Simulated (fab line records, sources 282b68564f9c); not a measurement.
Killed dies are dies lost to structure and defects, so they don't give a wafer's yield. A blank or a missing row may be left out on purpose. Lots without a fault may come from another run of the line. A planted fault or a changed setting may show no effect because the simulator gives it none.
A struck lot beside a sound one | flow rit_cmos | 27 steps out of a route of 202
Sound: wafers L290.2, L290.4, L290.6. Struck: wafers L297.1, L297.3, L297.5. The cause comes at the end.
At each step with rows: each side's tool, then ch and its chambers, then its first start. Under that, the readings that differ: sound wafers | struck wafers | difference of the means | sigmas: that difference in standard deviations of wafers without a fault.
alike: readings whose means differ by less than 2 such deviations, and words and numbers that are the same on both sides. not compared: withheld readings, readings that some wafer has no value for, bounds like >300 that may hide the same value, and numbers for which the record gives no deviation and whose values overlap.
The two part at a step that has a row with sigmas, a row that says differs or no value, or rows on one side only. Numbers that don't overlap but have no deviation are shown without sigmas and don't part them. A reading that every wafer of one side lacks parts them only if that side has two wafers or more.

RIT_ACTIVE_BOW_MEAS_00:
  sound on film_metro-03, day 3 12:01; struck on film_metro-04, day 4 23:00
  alike: INCOMING_BOW
then, 1 step without rows for these wafers: RIT_ACTIVE_OXIDATION_01 (target thk 46.8 nm, ox time 3360 s).
RIT_ACTIVE_THK_MEAS_02:
  sound on film_metro-04, day 3 14:04; struck on film_metro-03, day 5 01:16
  alike: ACTIVE_OXIDE_THK
RIT_ACTIVE_CVD_03: deposits Si3N4 from SiH2Cl2/NH3, target thk 150 nm, time 1500 s.
  sound on lpcvd-01 ch 1, day 3 14:07; struck on lpcvd-02 ch 0, day 5 01:20
  reading                                  | sound             | struck            | difference | sigmas
  spike_tc_centre_C (C)                    | 815.0 813.4 816.3 | 840.8 841.3 841.2 | +26.2      | +22
  zone_power_centre_pct (%)                | 38.6 38.4 38.5    | 56.4 56.5 57.9    | +18.4      | +6
  zone_power_source_pct (%)                | 20.20 20.00 20.17 | 18.86 19.01 18.83 | -1.22      | -6
  model.Si3N4_of_ACTIVE_CVD_03.thk_nm (nm) | 151.2 150.7 149.6 | 187.8 171.1 160.8 | +22.7      |
RIT_ACTIVE_THK_MEAS_04:
  sound on film_metro-04, day 3 15:32; struck on film_metro-03, day 5 02:45
  reading                 | sound             | struck            | difference | sigmas
  ACTIVE_NITRIDE_THK (nm) | 151.2 150.7 149.5 | 187.7 171.0 160.7 | +22.7      | +17
then, 6 steps without rows for these wafers: RIT_ACTIVE_HMDS_05 (prime time 60 s); RIT_ACTIVE_COAT_06 (resist thk 1000 nm); RIT_ACTIVE_SOFTBAKE_07 (time 60 s); RIT_ACTIVE_EXPOSE_08 (exposes mask M1, target cd 1400 nm); RIT_ACTIVE_PEB_09; RIT_ACTIVE_DEVELOP_10 (develop time 50 s).
RIT_ACTIVE_CD_MEAS_11: target cd 1400 nm.
  sound on cd_sem-01, day 3 16:30; struck on cd_sem-01, day 5 03:40
  alike: cd_nm
then, 1 step without rows for these wafers: RIT_ACTIVE_HARDBAKE_12 (time 60 s).
RIT_ACTIVE_ETCH_13: etches Si3N4 in SF6, stops on SiO2, time 201.2 s, target depth 210 nm.
  sound on rie_diel-01 ch 2,3, day 3 16:49; struck on rie_diel-01 ch 0,1,3, day 5 03:56
  reading                            | sound             | struck            | difference | sigmas
  oes_product_au (a.u.)              | 0.846 0.853 0.833 | 0.948 0.899 0.881 | +0.065     | +6
  model.ACTIVE.feature_depth_nm (nm) | 151.2 150.7 149.6 | 187.8 171.1 160.8 | +22.7      |
  model.etch.depth_nm (nm)           | 151.2 150.7 149.6 | 187.8 171.1 160.8 | +22.7      |
  alike: drypump_motor_current_A, throttle_valve_pct
  not compared: rf_hours_counter_h
RIT_ACTIVE_STRIP_14: strips in O2, time 180 s.
  sound on plasma_asher-02 ch 1, day 3 16:57; struck on plasma_asher-04 ch 0,1, day 5 04:04
  alike: drypump_motor_current_A, o2_flow_sccm
  not compared: rf_hours_counter_h
RIT_ACTIVE_CD_MEAS_90: target cd 1400 nm.
  sound on cd_sem-01, day 3 17:09; struck on cd_sem-02, day 5 04:14
  alike: cd_nm
then, 4 steps without rows for these wafers: RIT_ACTIVE_CLEAN_15 (cleans in SC1, time 600 s); RIT_ACTIVE_CLEAN_16 (cleans in dHF, time 30 s); RIT_ACTIVE_CLEAN_17 (cleans in SC2, time 600 s); RIT_FOX1_OXIDATION_00 (target thk 350.7 nm, ox time 1130 s).
RIT_FOX1_THK_MEAS_01:
  sound on film_metro-02, day 3 19:03; struck on film_metro-03, day 5 07:08
  alike: FOX1_OXIDE_THK
then, 2 steps without rows for these wafers: RIT_FOX1_WET_ETCH_02 (etches SiO2 in BOE, target depth 350 nm, time 390 s); RIT_FOX2_OXIDATION_00 (target thk 350.7 nm, ox time 1130 s).
RIT_FOX2_THK_MEAS_01:
  sound on film_metro-01, day 3 20:32; struck on film_metro-04, day 5 08:38
  alike: FOX2_OXIDE_THK
RIT_FOX2_CLEAN_02: cleans in dHF, time 180 s.
  sound on wet_bench-03 ch 1, day 3 20:35; struck on wet_bench-04 ch 3, day 5 08:41
  reading                                  | sound             | struck            | difference | sigmas
  model.Si3N4_of_ACTIVE_CVD_03.thk_nm (nm) | 131.9 131.4 130.3 | 168.6 151.9 141.6 | +22.8      |
then, 1 step without rows for these wafers: RIT_FOX2_WET_ETCH_03 (etches Si3N4 in H3PO4, target depth 195 nm, time 2700 s).
RIT_M1_PROBE_99:
  sound on prober-01, day 5 15:56; struck on prober-02, day 7 04:10
  alike: killed_at_front_end, killed_dies, killed_open, killed_short
  not compared: model.etest.pldd.width_nm, model.etest.nldd.width_nm, model.etest.pplus_sal.width_nm, model.etest.nplus_sal.width_nm

WHERE THEY PART
First at RIT_ACTIVE_CVD_03; last, within this record, at RIT_ACTIVE_ETCH_13. Later steps at which nothing parts them and some readings are alike: RIT_ACTIVE_STRIP_14, RIT_ACTIVE_CD_MEAS_90, RIT_FOX1_THK_MEAS_01, RIT_FOX2_THK_MEAS_01, RIT_M1_PROBE_99.

WHY: what the simulator had put in
Process parameter drift: lpcvd-02, from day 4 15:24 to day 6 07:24, at RIT_ACTIVE_CVD_03. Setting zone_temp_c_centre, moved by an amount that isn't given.
